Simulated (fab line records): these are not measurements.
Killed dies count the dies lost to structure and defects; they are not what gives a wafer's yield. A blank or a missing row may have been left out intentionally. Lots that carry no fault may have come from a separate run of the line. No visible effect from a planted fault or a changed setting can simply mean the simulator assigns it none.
Comparing a struck lot with a sound one | flow rit cmos | 15 out of 202 route steps
Sound: these wafers, L510.2, L510.4, L510.5. Struck: wafers L528.1, L528.3, L528.6. Last of all comes the cause.
For every step that has rows: the tool of each side, followed by ch and its chambers, followed by its first start. Under that, the readings that differ: sound wafers | struck wafers | difference of the means | sigmas: that difference in standard deviations of wafers without a fault.
alike: words and numbers the same on both sides, and readings whose means are apart by under 2 such deviations; not compared: readings that were withheld, readings missing a value for some wafer, numbers with overlapping values and no deviation given by the record, and bounds like >300 which may hide the same value.
A row with sigmas, a row that says differs or no value, or rows on one side alone: a step with any of these is where the two part. When numbers do not overlap yet have no deviation, they are printed without sigmas and do not part them. Lack of a reading on every wafer of one side parts them only where that side has two or more wafers.

RIT_FOX2_THK_MEAS_01:
  sound: film metro-03 at day 2 11:36; struck: film metro-02 at day 5 19:55
  alike: FOX2_OXIDE_THK
then, 2 steps without rows for these wafers: RIT_FOX2_CLEAN_02 (cleans in dHF, time 180 s); RIT_FOX2_WET_ETCH_03 (etches Si3N4 in H3PO4, target depth 195 nm, time 2700 s).
RIT_FOX2_THK_MEAS_90:
  sound: film metro-01 at day 2 12:29; struck: film metro-02 at day 5 20:47
  alike: FIELD_OXIDE_LEFT_1_THK
then, 6 steps without rows for these wafers: RIT_NWELL_HMDS_00 (prime time 60 s); RIT_NWELL_COAT_01 (resist thk 1300 nm); RIT_NWELL_SOFTBAKE_02 (time 60 s); RIT_NWELL_EXPOSE_03 (exposes mask M2, target cd 43900 nm); RIT_NWELL_PEB_04; RIT_NWELL_DEVELOP_05 (develop time 68 s).
RIT_NWELL_OVL_MEAS_06:
  sound: overlay-01 at day 2 13:32; struck: overlay-02 at day 5 21:52
  alike: NWELL_OVL
then, 1 step without rows for these wafers: RIT_NWELL_HARDBAKE_07 (time 120 s).
RIT_NWELL_IMPLANT_08:
  sound on implanter-02 ch 0, day 2 13:51; struck on implanter-04 ch 0, day 5 22:29
  reading                   | sound                | struck               | difference | sigmas
  beam energy keV           | 169.98 170.02 170.01 | 163.56 163.58 163.60 | -6.42      | -99 or more
  model.implant.rp nm (nm)  | 215.8 215.8 215.8    | 197.7 197.7 197.7    | -18.1      |
  model.implant.drp nm (nm) | 68.82 68.82 68.82    | 66.88 66.88 66.88    | -1.94      |
  alike: beam on s
RIT_NWELL_STRIP_09: strips in O2, time 180 s.
  sound on plasma asher-03 ch 1, day 2 13:58; struck on plasma asher-04 ch 1, day 5 22:38
  reading                     | sound       | struck      | difference | sigmas
  drypump motor current A (A) | 5.5 5.5 5.5 | 6.7 6.7 6.7 | +1.2       | +3
  not compared: rf hours counter h
RIT_M1_PROBE_99:
  sound: prober-02 at day 4 12:19; struck: prober-02 at day 7 15:22
  reading                            | sound                | struck               | difference | sigmas
  model.etest.field p metal.vt v (V) | -30.08 -29.98 -30.42 | -27.12 -27.23 -27.34 | +2.93      |
  model.etest.field p.vt v (V)       | -12.79 -12.79 -12.83 | -11.81 -11.7 -11.67  | +1.08      |
  alike: killed at front end, killed dies, killed on rim, killed open, killed short

== WHERE THEY PART ==
Last at RIT_NWELL_STRIP_09 as far as this record goes, first at RIT_NWELL_IMPLANT_08. Later steps at which nothing parts them and some readings are alike: RIT_M1_PROBE_99.

WHY: the cause the simulator had injected
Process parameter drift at RIT_NWELL_IMPLANT_08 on implanter-04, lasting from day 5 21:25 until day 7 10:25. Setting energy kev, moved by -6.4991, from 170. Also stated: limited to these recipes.
